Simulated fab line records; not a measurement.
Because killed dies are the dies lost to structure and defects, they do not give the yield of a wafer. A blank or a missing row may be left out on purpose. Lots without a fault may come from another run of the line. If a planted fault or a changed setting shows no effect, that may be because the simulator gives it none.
Which tool did it? -- flow berkeley_cmos170 -- 14 lots, 42 wafers sampled, at 6 steps of a route of 331

WHAT THE GAUGES SHOWED, per wafer
UCB170_PVT_TW_MEAS_09. Usual: for PVT_TW the level is 508.4 and the standard deviation is 2.4.
lot,measured,on,PVT_TW,flag
L733,day 5 16:24,film_metro-02,509.9 510.1 508.9,
L734,day 6 10:55,film_metro-02,507.5 507.9 508.3,
L737,day 6 22:19,film_metro-01,510.2 511.8 512.3,
L738,day 6 22:30,film_metro-04,29.9 30.0 30.1,OFF
L735,day 6 22:52,film_metro-02,29.8 30.0 29.8,OFF
L740,day 7 11:02,film_metro-02,508.7 509.5 507.8,
L742,day 7 22:56,film_metro-01,511.1 510.2 510.1,
L748,day 8 20:37,film_metro-02,507.5 506.1 508.3,
L750,day 9 11:23,film_metro-01,510.0 510.5 508.6,
L752,day 9 20:19,film_metro-02,507.9 510.4 509.3,
L751,day 9 20:35,film_metro-02,511.3 511.4 508.1,
L753,day 10 00:08,film_metro-04,507.7 504.6 505.8,
L754,day 10 16:39,film_metro-02,508.7 505.4 505.7,
L755,day 10 17:21,film_metro-02,508.2 506.2 508.9,

UCB170_NSD_CD_MEAS_06 targets a cd of 1200 nm. Usual: cd_nm at 1200.4 nm, with a standard deviation of 1.4.
lot,measured,on,cd_nm (nm),flag
L733,day 7 00:05,cd_sem-02,1202.3 1200.0 1200.4,
L734,day 7 18:13,cd_sem-02,1197.9 1197.0 1199.5,
L737,day 7 20:10,cd_sem-01,1200.8 1201.3 1200.8,
L738,day 7 20:25,cd_sem-01,1200.1 1200.2 1199.7,
L735,day 7 20:16,cd_sem-02,1200.6 1200.4 1198.7,
L740,day 8 15:29,cd_sem-02,1201.6 1201.1 1201.1,
L742,day 8 19:29,cd_sem-02,1201.0 1199.1 1200.2,
L748,day 9 19:45,cd_sem-02,1198.5 1199.4 1198.5,
L750,day 10 07:52,cd_sem-01,1199.9 1199.9 1200.2,
L752,day 10 18:22,cd_sem-01,1200.5 1200.7 1199.3,
L751,day 10 17:49,cd_sem-02,1197.8 1197.9 1199.8,
L753,day 10 23:12,cd_sem-02,1203.1 1203.8 1202.2,
L754,day 11 19:11,cd_sem-01,1200.4 1201.3 1200.1,
L755,day 11 18:54,cd_sem-01,1200.4 1201.1 1200.9,

UCB170_CONTACT_THK_MEAS_02. Usual: for CONTACT_PSG_THK the level is 695 nm and the standard deviation is 6.5.
lot,measured,on,CONTACT_PSG_THK (nm),flag
L733,day 7 04:31,film_metro-03,698 692 703,
L734,day 7 22:44,film_metro-03,678 685 684,
L737,day 8 04:20,film_metro-03,686 688 688,
L738,day 8 04:19,film_metro-01,694 696 694,
L735,day 8 04:20,film_metro-02,692 696 692,
L740,day 8 21:57,film_metro-02,705 701 698,
L742,day 9 00:01,film_metro-01,693 700 689,
L748,day 10 00:35,film_metro-01,695 696 693,
L750,day 10 13:40,film_metro-01,706 701 707,
L752,day 11 00:40,film_metro-02,688 691 696,
L751,day 10 22:07,film_metro-03,697 698 691,
L753,day 11 04:22,film_metro-01,700 699 699,
L754,day 12 00:38,film_metro-02,708 702 709,
L755,day 12 00:38,film_metro-01,695 689 696,

UCB170_V1_CD_MEAS_12 targets a cd of 700 nm. Usual: cd_nm at 700.6 nm, with a standard deviation of 1.5.
lot,measured,on,cd_nm (nm),flag
L733,day 7 18:59,cd_sem-01,699.5 698.7 699.0,
L734,day 8 10:15,cd_sem-02,704.6 703.6 704.5,
L737,day 8 15:16,cd_sem-02,699.9 700.7 700.2,
L738,day 8 16:28,cd_sem-02,700.0 700.7 699.6,
L735,day 8 15:59,cd_sem-02,702.2 700.5 700.4,
L740,day 9 11:10,cd_sem-01,703.5 703.2 704.3,
L742,day 9 11:38,cd_sem-01,699.7 698.5 700.2,
L748,day 10 10:36,cd_sem-01,700.0 700.4 700.2,
L750,day 10 23:26,cd_sem-01,700.6 699.2 700.2,
L752,day 11 11:26,cd_sem-01,699.8 701.2 700.2,
L751,day 11 11:08,cd_sem-02,698.9 699.7 701.3,
L753,day 11 18:31,cd_sem-02,699.2 700.5 701.2,
L754,day 12 12:19,cd_sem-02,700.4 700.2 700.4,
L755,day 12 12:11,cd_sem-01,700.7 698.5 700.7,

WHAT TOOL EACH LOT RAN ON (gives the tool, then ch and the chambers of the sampled wafers, and finally the start)
lot,UCB170_NVT_STRIP_08,UCB170_PVT_STRIP_08
L733,"plasma_asher-01 ch 0,1, day 5 14:43","plasma_asher-03 ch 0,1, day 5 16:17"
L734,"plasma_asher-02 ch 0,1, day 6 09:20","plasma_asher-02 ch 0,1, day 6 10:49"
L737,"plasma_asher-02 ch 0,1, day 6 20:49","plasma_asher-04 ch 0,1, day 6 22:13"
L738,"plasma_asher-03 ch 0,1, day 6 21:02","plasma_asher-02 ch 0,1, day 6 22:24"
L735,"plasma_asher-01 ch 0,1, day 6 21:11","plasma_asher-04 ch 0,1, day 6 22:46"
L740,"plasma_asher-02 ch 0,1, day 7 08:50","plasma_asher-03 ch 0,1, day 7 10:55"
L742,"plasma_asher-03 ch 1, day 7 20:43","plasma_asher-02 ch 0, day 7 22:43"
L748,"plasma_asher-03 ch 0,1, day 8 19:01","plasma_asher-03 ch 0,1, day 8 20:31"
L750,"plasma_asher-01 ch 0,1, day 9 04:27","plasma_asher-02 ch 0,1, day 9 11:16"
L752,"plasma_asher-01 ch 0,1, day 9 18:25","plasma_asher-03 ch 0,1, day 9 20:13"
L751,"plasma_asher-03 ch 0,1, day 9 18:36","plasma_asher-04 ch 0,1, day 9 20:29"
L753,"plasma_asher-01 ch 0,1, day 9 22:21","plasma_asher-03 ch 0,1, day 10 00:00"
L754,"plasma_asher-01 ch 0,1, day 10 14:21","plasma_asher-02 ch 0,1, day 10 16:32"
L755,"plasma_asher-03 ch 0,1, day 10 14:55","plasma_asher-03 ch 0,1, day 10 17:14"
- UCB170_NVT_STRIP_08: strips in O2.
- UCB170_PVT_STRIP_08: strips in O2.

WHAT THE TOOLS THEMSELVES READ (means of the sampled wafers that have a number; where no wafer has one, the mark that the record gives instead)
UCB170_NVT_STRIP_08. Usual: chamber_pressure_mTorr 3500 mTorr, standard deviation 3.3; drypump_motor_current_A 5.6 A, standard deviation 0.34; oes_product_au 0.734 a.u., standard deviation 0.005; strip_time_to_endpoint_s 21.63 s, standard deviation 0.058.
lot,tool,chamber_pressure_mTorr (mTorr),drypump_motor_current_A (A),oes_product_au (a.u.),strip_time_to_endpoint_s (s),flag
L733,plasma_asher-01,3498,5.1,0.735,21.68,
L734,plasma_asher-02,3498,5.7,0.737,21.51,
L737,plasma_asher-02,3503,5.7,0.736,21.68,
L738,plasma_asher-03,-,-,-,-,OFF
L735,plasma_asher-01,-,-,-,-,OFF
L740,plasma_asher-02,3501,5.7,0.732,21.61,
L742,plasma_asher-03,3502,5.9,0.733,21.63,
L748,plasma_asher-03,3500,5.8,0.732,21.67,
L750,plasma_asher-01,3500,5.1,0.734,21.67,
L752,plasma_asher-01,3502,5.1,0.732,21.68,
L751,plasma_asher-03,3499,5.8,0.734,21.65,
L753,plasma_asher-01,3500,5.1,0.738,21.59,
L754,plasma_asher-01,3500,5.1,0.734,21.59,
L755,plasma_asher-03,3499,5.9,0.727,21.63,

UCB170_PVT_STRIP_08. Usual: chamber_pressure_mTorr 3500 mTorr, standard deviation 3.1; drypump_motor_current_A 5.89 A, standard deviation 0.26; oes_product_au 0.734 a.u., standard deviation 0.0052; strip_time_to_endpoint_s 21.68 s, standard deviation 0.065.
lot,tool,chamber_pressure_mTorr (mTorr),drypump_motor_current_A (A),oes_product_au (a.u.),strip_time_to_endpoint_s (s),flag
L733,plasma_asher-03,3501,5.85,0.735,21.63,
L734,plasma_asher-02,3504,5.67,0.734,21.68,
L737,plasma_asher-04,3500,6.24,0.734,21.77,
L738,plasma_asher-02,3500,5.78,0.743,47.85,OFF
L735,plasma_asher-04,3499,6.22,0.738,48.08,OFF
L740,plasma_asher-03,3500,5.82,0.735,21.63,
L742,plasma_asher-02,3502,5.55,0.734,21.59,
L748,plasma_asher-03,3500,5.84,0.732,21.65,
L750,plasma_asher-02,3502,5.80,0.736,21.69,
L752,plasma_asher-03,3497,5.82,0.735,21.74,
L751,plasma_asher-04,3500,6.27,0.732,21.55,
L753,plasma_asher-03,3498,5.82,0.735,21.71,
L754,plasma_asher-02,3496,5.80,0.729,21.70,
L755,plasma_asher-03,3498,5.87,0.732,21.62,

THE ANSWER, worked out from the rows above alone
Rule: a lot is off if the mean of its wafers that have a number lies more than 3 standard deviations from the usual mean. Also off: a lot with no number at a reading for which 4 or more lots have one. Where the step has rows for the other lots, those lots are counted as sound. After the gauges, taken in route order, come the tools' own readings; for these a lot's mean is taken, as printed above. The first step at which some lot is off is used, and at that step the reading that is off furthest; a lot without a number counts as furthest.
Off: L738, L735, at UCB170_PVT_TW_MEAS_09 (PVT_TW).
A tool fits if, at a process step before that reading, it ran every lot that is off, and no sound lot after the first of them. Not tried: the gauges at UCB170_PVT_TW_MEAS_09; whatever is off there is also off at UCB170_NVT_STRIP_08, on other tools, and gauge error can't account for it. Not one of the candidates tried fits.

WHAT THE SIMULATOR HAD INSERTED
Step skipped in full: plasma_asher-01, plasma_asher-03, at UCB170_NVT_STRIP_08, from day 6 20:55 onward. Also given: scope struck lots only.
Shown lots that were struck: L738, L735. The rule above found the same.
